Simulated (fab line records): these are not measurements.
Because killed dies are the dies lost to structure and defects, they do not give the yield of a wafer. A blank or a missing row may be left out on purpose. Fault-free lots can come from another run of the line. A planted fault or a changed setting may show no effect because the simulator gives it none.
A struck lot beside a sound one + flow rit_cmos + 22 out of 202 route steps
Sound: the wafers L957.1, L957.3, L957.4. Wafers struck: L963.1, L963.2, L963.6. The cause is given at the end.
Each step with rows lists, per side, the tool, then ch with its chambers, then its first start. Under that, the readings that differ: sound wafers + struck wafers + difference of the means + sigmas: that difference in standard deviations of wafers without a fault.
alike: readings with means less than 2 such deviations apart, plus words and numbers identical on both sides. not compared: withheld readings, readings lacking a value on some wafer, bounds such as >300 that could conceal the same value, and numbers that have no deviation in the record and whose values overlap.
The two part at a step that has a row with sigmas, a row that says differs or no value, or rows on one side only. When numbers do not overlap yet have no deviation, they are printed without sigmas and do not part them. A reading missing from all wafers of one side parts the sides only when that side holds two or more wafers.

first, 2 steps without rows for these wafers: RIT_NSD_HARDBAKE_07 (time 60 s); RIT_NSD_IMPLANT_08.
RIT_NSD_STRIP_09: strips in O2, time 180 s.
  sound on plasma_asher-04 ch 0,1, day 6 11:41; struck on plasma_asher-02 ch 0,1, day 7 19:27
  alike: drypump_motor_current_A
  not compared: rf_hours_counter_h
RIT_NSD_TW_MEAS_10:
  sound on film_metro-03, day 6 11:52; struck on film_metro-01, day 7 19:37
| reading | sound          | struck         | difference | sigmas |
|---------|----------------|----------------|------------|--------|
| NSD_TW  | 3182 3179 3186 | 3099 3090 3102 | -85        | -3     |
then, 6 steps without rows for these wafers: RIT_PSD_HMDS_00 (prime time 60 s); RIT_PSD_COAT_01 (resist thk 1000 nm); RIT_PSD_SOFTBAKE_02 (time 60 s); RIT_PSD_EXPOSE_03 (exposes mask M10, target cd 40900 nm); RIT_PSD_PEB_04; RIT_PSD_DEVELOP_05 (develop time 50 s).
RIT_PSD_OVL_MEAS_06:
  sound on overlay-02, day 6 12:52; struck on overlay-02, day 7 20:52
  alike: PSD_OVL
then, 1 step without rows for these wafers: RIT_PSD_HARDBAKE_07 (time 60 s).
RIT_PSD_IMPLANT_08:
  sound on implanter-04 ch 0, day 6 13:02; struck on implanter-04 ch 0, day 7 21:02
| reading       | sound                         | struck                        | difference | sigmas      |
|---------------|-------------------------------|-------------------------------|------------|-------------|
| beam_on_s (s) | 14.0 14.5 13.9                | 24.0 24.0 23.1                | +9.6       | +23         |
| dose_ions_cm2 | 4.999e+15 4.999e+15 4.999e+15 | 8.494e+15 8.496e+15 8.498e+15 | +3.497e+15 | +99 or more |
RIT_PSD_STRIP_09: strips in O2, time 180 s.
  sound on plasma_asher-03 ch 0,1, day 6 13:11; struck on plasma_asher-03 ch 0,1, day 7 21:11
  alike: drypump_motor_current_A
  not compared: rf_hours_counter_h
RIT_PSD_TW_MEAS_10:
  sound on film_metro-03, day 6 13:22; struck on film_metro-04, day 7 21:22
  alike: PSD_TW
then, 3 steps without rows for these wafers: RIT_SDANNEAL_CLEAN_00 (cleans in SC1, time 600 s); RIT_SDANNEAL_CLEAN_01 (cleans in dHF, time 30 s); RIT_SDANNEAL_CLEAN_02 (cleans in SC2, time 600 s).
RIT_SDANNEAL_RTA_03: time 5 s.
  sound on rtp_anneal-02 ch 0, day 6 13:49; struck on rtp_anneal-01 ch 0, day 7 21:48
  alike: wafer_temp_C_max
RIT_SDANNEAL_RS_MEAS_04: measurement is done with a four-point probe.
  sound on film_metro-03, day 6 13:52; struck on film_metro-01, day 7 21:51
| reading         | sound                | struck               | difference | sigmas |
|-----------------|----------------------|----------------------|------------|--------|
| PSD_RS (ohm/sq) | 115.51 116.17 115.93 | 109.30 109.46 109.57 | -6.43      | -23    |
RIT_SDANNEAL_RS_MEAS_05: measurement is done with a four-point probe.
  sound on film_metro-03, day 6 13:59; struck on film_metro-01, day 7 21:58
  alike: NSD_RS
RIT_M1_PROBE_99:
  sound on prober-01, day 6 21:32; struck on prober-01, day 8 06:30
  alike: killed_at_contacts, killed_at_front_end, killed_dies, killed_open, killed_short

== WHERE THEY PART ==
At RIT_NSD_TW_MEAS_10 first; at RIT_SDANNEAL_RS_MEAS_04 last (within this record only). Later steps at which nothing parts them and some readings are alike: RIT_SDANNEAL_RS_MEAS_05, RIT_M1_PROBE_99.

WHY: whatever the simulator had introduced
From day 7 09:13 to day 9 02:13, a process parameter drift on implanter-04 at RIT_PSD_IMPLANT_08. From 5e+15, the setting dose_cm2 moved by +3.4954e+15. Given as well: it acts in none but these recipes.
